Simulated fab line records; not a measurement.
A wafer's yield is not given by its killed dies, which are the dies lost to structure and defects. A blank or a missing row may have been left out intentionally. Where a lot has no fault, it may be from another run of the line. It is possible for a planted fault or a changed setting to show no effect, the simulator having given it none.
A struck lot beside a sound one :: flow rit-cmos :: 13 steps out of a route of 202
Sound: wafers L492.1, L492.4, L492.5. Struck: wafers L483.2, L483.5, L483.6. At the end, the cause is stated.
Per side, at each step with rows, come the tool, then ch with its chambers, and then its first start. Under that, the readings that differ: sound wafers :: struck wafers :: difference of the means :: sigmas: that difference in standard deviations of wafers without a fault.
alike: same words and numbers on both sides, and readings whose means sit less than 2 such deviations apart. not compared: any withheld reading, any reading some wafer has no value for, any bound like >300 that may hide the same value, and any number with overlapping values for which the record gives no deviation.
Wherever a step has rows on one side only, a row that says differs or no value, or a row with sigmas, the two part there. Non-overlapping numbers with no deviation appear without sigmas and do not part them. A reading missing from all wafers of one side parts the sides only when that side holds two or more wafers.

RIT_NWELL_TW_MEAS_10:
  sound on film-metro-01 at day 5 20:20; struck on film-metro-02 at day 4 00:19
  alike: NWELL_TW
then, 6 steps without rows for these wafers: RIT_PWELL_HMDS_00 (prime time 60 s); RIT_PWELL_COAT_01 (resist thk 1300 nm); RIT_PWELL_SOFTBAKE_02 (time 60 s); RIT_PWELL_EXPOSE_03 (exposes mask M3, target cd 43700 nm); RIT_PWELL_PEB_04; RIT_PWELL_DEVELOP_05 (develop time 68 s).
RIT_PWELL_OVL_MEAS_06:
  sound on overlay-01 at day 5 21:23; struck on overlay-02 at day 4 01:22
  alike: PWELL_OVL
then, 2 steps without rows for these wafers: RIT_PWELL_HARDBAKE_07 (time 120 s); RIT_PWELL_IMPLANT_08.
RIT_PWELL_STRIP_09: strips in O2, time 180 s.
  sound on plasma-asher-03 ch 0,1, day 5 21:50; struck on plasma-asher-04 ch 0,1, day 4 01:48
  alike: drypump-motor-current-A
  not compared: rf-hours-counter-h
RIT_PWELL_TW_MEAS_10:
  sound on film-metro-01 at day 5 22:00; struck on film-metro-02 at day 4 01:59
  alike: PWELL_TW
RIT_WELLDRIVE_ANNEAL_00: time 14700 s.
  sound on furnace-01 ch 0, day 5 22:16; struck on furnace-01, day 4 02:02
  no value came back on the struck wafers for run-length-s (s), spike-tc-centre-C (C); on the sound wafers run-length-s (s) reads 18271 18271 18271

## WHERE THEY PART
RIT_WELLDRIVE_ANNEAL_00 only, going by this record.

WHY: what the simulator had put in
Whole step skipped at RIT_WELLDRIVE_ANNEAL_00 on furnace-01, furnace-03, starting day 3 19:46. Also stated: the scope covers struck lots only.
